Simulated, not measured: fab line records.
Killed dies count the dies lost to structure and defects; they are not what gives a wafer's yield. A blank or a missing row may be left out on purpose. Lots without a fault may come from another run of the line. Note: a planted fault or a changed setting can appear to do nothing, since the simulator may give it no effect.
Split-lot experiment + flow berkeley-cmos170 + 23 wafers read from 5 lots, route of 331 steps

ON THE SPLIT
At UCB170_PFIELD_IMPLANT_07, the setting dose-cm2 was moved away from the recipe's 2e+13 on 10 of the 23 wafers read, by -6.5% to +6.2%. The other wafers ran this setting at the recipe's value.

BETWEEN THE SPLIT AND THE READING: the file shows 1 step in between
- UCB170_PFIELD_STRIP_08: strips in O2

THE READING
PFIELD_TW, at UCB170_PFIELD_TW_MEAS_09. A value of 602 with a standard deviation of 3.9 is what fault-free wafers of this fab line usually give.

| wafer  | tool, chamber at the split | dose-cm2 as run | against the recipe | PFIELD_TW | against lot-mates on the recipe |
|--------|----------------------------|-----------------|--------------------|-----------|---------------------------------|
| L075.2 | implanter-02, 0            | 1.87e+13        | -6.5%              | 589       | -15                             |
| L075.3 | implanter-02, 0            | 1.87e+13        | -6.5%              | 590       | -14                             |
| L075.4 | implanter-02, 0            | 1.87e+13        | -6.5%              | 590       | -14                             |
| L075.5 | implanter-02, 0            | 2e+13           | recipe             | 606       | -                               |
| L075.6 | implanter-02, 0            | 2e+13           | recipe             | 602       | -                               |
| L076.1 | implanter-04, 0            | 2.123e+13       | +6.2%              | 611       | +13                             |
| L076.2 | implanter-04, 0            | 2.123e+13       | +6.2%              | 611       | +13                             |
| L076.3 | implanter-04, 0            | 2e+13           | recipe             | 600       | -                               |
| L076.4 | implanter-04, 0            | 2e+13           | recipe             | 597       | -                               |
| L076.5 | implanter-04, 0            | 2e+13           | recipe             | 596       | -                               |
| L077.2 | implanter-01, 0            | 2e+13           | recipe             | 597       | -                               |
| L077.4 | implanter-01, 0            | 2e+13           | recipe             | 600       | -                               |
| L077.6 | implanter-01, 0            | 2e+13           | recipe             | 600       | -                               |
| L081.1 | implanter-04, 0            | 2.107e+13       | +5.4%              | 606       | +10                             |
| L081.3 | implanter-04, 0            | 2.107e+13       | +5.4%              | 605       | +9                              |
| L081.4 | implanter-04, 0            | 2e+13           | recipe             | 595       | -                               |
| L081.5 | implanter-04, 0            | 2.107e+13       | +5.4%              | 607       | +11                             |
| L081.6 | implanter-04, 0            | 2e+13           | recipe             | 597       | -                               |
| L083.2 | implanter-02, 0            | 2e+13           | recipe             | 606       | -                               |
| L083.3 | implanter-02, 0            | 2.118e+13       | +5.9%              | 615       | +11                             |
| L083.4 | implanter-02, 0            | 2e+13           | recipe             | 601       | -                               |
| L083.5 | implanter-02, 0            | 2.118e+13       | +5.9%              | 618       | +14                             |
| L083.6 | implanter-02, 0            | 2e+13           | recipe             | 604       | -                               |

FIT RESULTS
A straight line over all 23 wafers: PFIELD_TW changes by +1.74 for each +1% of dose-cm2; r = +0.89; the points scatter about the line by 3.6.
The same after taking each lot's own level away (the mean of its wafers on the recipe; 23 wafers): +2.12 for each +1%; r = +0.98; scatter 1.5.
The reading moves by 14 for the largest change in dose-cm2, on that fit.
From 596.0 to 604.0: that is the span of the lots' own levels, equal to 2.1 times the standard deviation above.
So the slope is not independent of the lot-to-lot level: the two fits are not the same.
Check: for one of the wafers moved furthest among these (-6.5%), held out of the fit, the line's prediction against its lot-mates is -13.7. Against them it came out at -15.

THESE WAFERS: OTHER SPLITS
Other splits were also applied to these wafers ahead of the reading. Each is held against what the fit with the lots' levels taken away leaves over:
| other split on the same wafers     | wafers away from the commonest value | r with PFIELD_TW (lot level and that fit taken away) |
|------------------------------------|--------------------------------------|------------------------------------------------------|
| UCB170_ZERO_ETCH_06 time-s         | 12                                   | -0.28                                                |
| UCB170_NWELL_IMPLANT_14 dose-cm2   | 8                                    | +0.21                                                |
| UCB170_PWELL_CVD_05 pressure-mtorr | 15                                   | -0.15                                                |
| UCB170_ACTIVE_COAT_08 spin-rpm     | 6                                    | +0.12                                                |
| UCB170_PFIELD_COAT_01 spin-rpm     | 4                                    | +0.16                                                |

FILE'S OWN FIT
PFIELD_TW changes by +2.11 for each +1% of dose-cm2, r = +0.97.
